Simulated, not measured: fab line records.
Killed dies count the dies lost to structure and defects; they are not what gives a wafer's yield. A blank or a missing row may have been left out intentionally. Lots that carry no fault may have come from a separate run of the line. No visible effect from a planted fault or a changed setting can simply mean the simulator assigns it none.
One fault through the eyes of 2 desks + flow rit cmos + each desk has only its own numbers; what lay behind them comes last

TOOL OWNER'S DESK, implanter-03
RIT_NSD_IMPLANT_08, tool's own readings: per-lot mean of the sampled wafers with a number, covering each lot this tool ran. If a lot's mean is further than 4 standard deviations from the usual mean, the lot is out of limits and carries the mark OUT (the distance appears in the brackets).
Columns: A = beam on s at RIT_NSD_IMPLANT_08, usual 10.00 s; B = faraday current uA at RIT_NSD_IMPLANT_08, usual 3132
| lot  | first seen here | A               | B              |
|------|-----------------|-----------------|----------------|
| L367 | day 3 20:47     | 10.03           | 3123           |
| L369 | day 4 06:53     | 10.00           | 3131           |
| L380 | day 6 08:50     | 14.21 (+22) OUT | 2202 (-15) OUT |
| L381 | day 6 17:44     | 14.30 (+23) OUT | 2195 (-15) OUT |
This desk finds L380, L381 out of limits, L380 being first, at day 6 08:50 (beam on s at RIT_NSD_IMPLANT_08). L367, L369 stayed within limits.

FROM THE METROLOGY DESK
Lot by lot, what the gauges showed, no matter which tool ran the lot: averages of those sampled wafers that carry a number. If a lot's mean is further than 4 standard deviations from the usual mean, the lot is out of limits and carries the mark OUT (the distance appears in the brackets).
Columns: A = NSD_TW at RIT_NSD_TW_MEAS_10, usual 3132; B = NSD_RS at RIT_SDANNEAL_RS_MEAS_05, usual 84.66 ohm/sq
| lot  | first seen here | A               | B               |
|------|-----------------|-----------------|-----------------|
| L364 | day 3 04:06     | 3108            | 84.98           |
| L367 | day 3 21:06     | 3174            | 84.31           |
| L369 | day 4 07:13     | 3102            | 84.33           |
| L370 | day 4 12:49     | 3160            | 84.60           |
| L373 | day 5 00:47     | 3161            | 84.84           |
| L374 | day 5 09:25     | 3104            | 85.07           |
| L375 | day 5 14:04     | 3104            | 84.73           |
| L376 | day 5 18:23     | 3125            | 84.68           |
| L380 | day 6 09:08     | 3319 (+6.7) OUT | 64.80 (-68) OUT |
| L381 | day 6 18:01     | 3393 (+9.3) OUT | 64.48 (-70) OUT |
| L382 | day 7 00:15     | 3131            | 84.63           |
| L384 | day 7 11:06     | 3108            | 84.73           |
| L385 | day 7 15:02     | 3147            | 84.72           |
| L387 | day 7 20:13     | 3138            | 84.67           |
This desk's result: L380, L381 out of limits, first on L380 (NSD_TW at RIT_NSD_TW_MEAS_10), day 6 09:08. L364, L367, L369, L370, L373, L374, L375, L376, L382, L384, L385, L387 stayed within limits.

BROUGHT TOGETHER
On L380, L381, at day 6 08:50, an alarm was possible from the tool owner's desk.
The metrology desk could have raised an alarm at day 6 09:08, on L380, L381.
RIT_NSD_IMPLANT_08 was run on implanter-03 by each of the lots named.

WHAT HAD BEEN PUT IN BY THE SIMULATOR
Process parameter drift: implanter-03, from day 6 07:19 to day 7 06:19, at RIT_NSD_IMPLANT_08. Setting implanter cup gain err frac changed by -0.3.
Shown lots that were struck: L380, L381.
Time in hours from fault onset to the first out-of-limits reading at each desk: tool owner's desk 2, metrology desk 2.
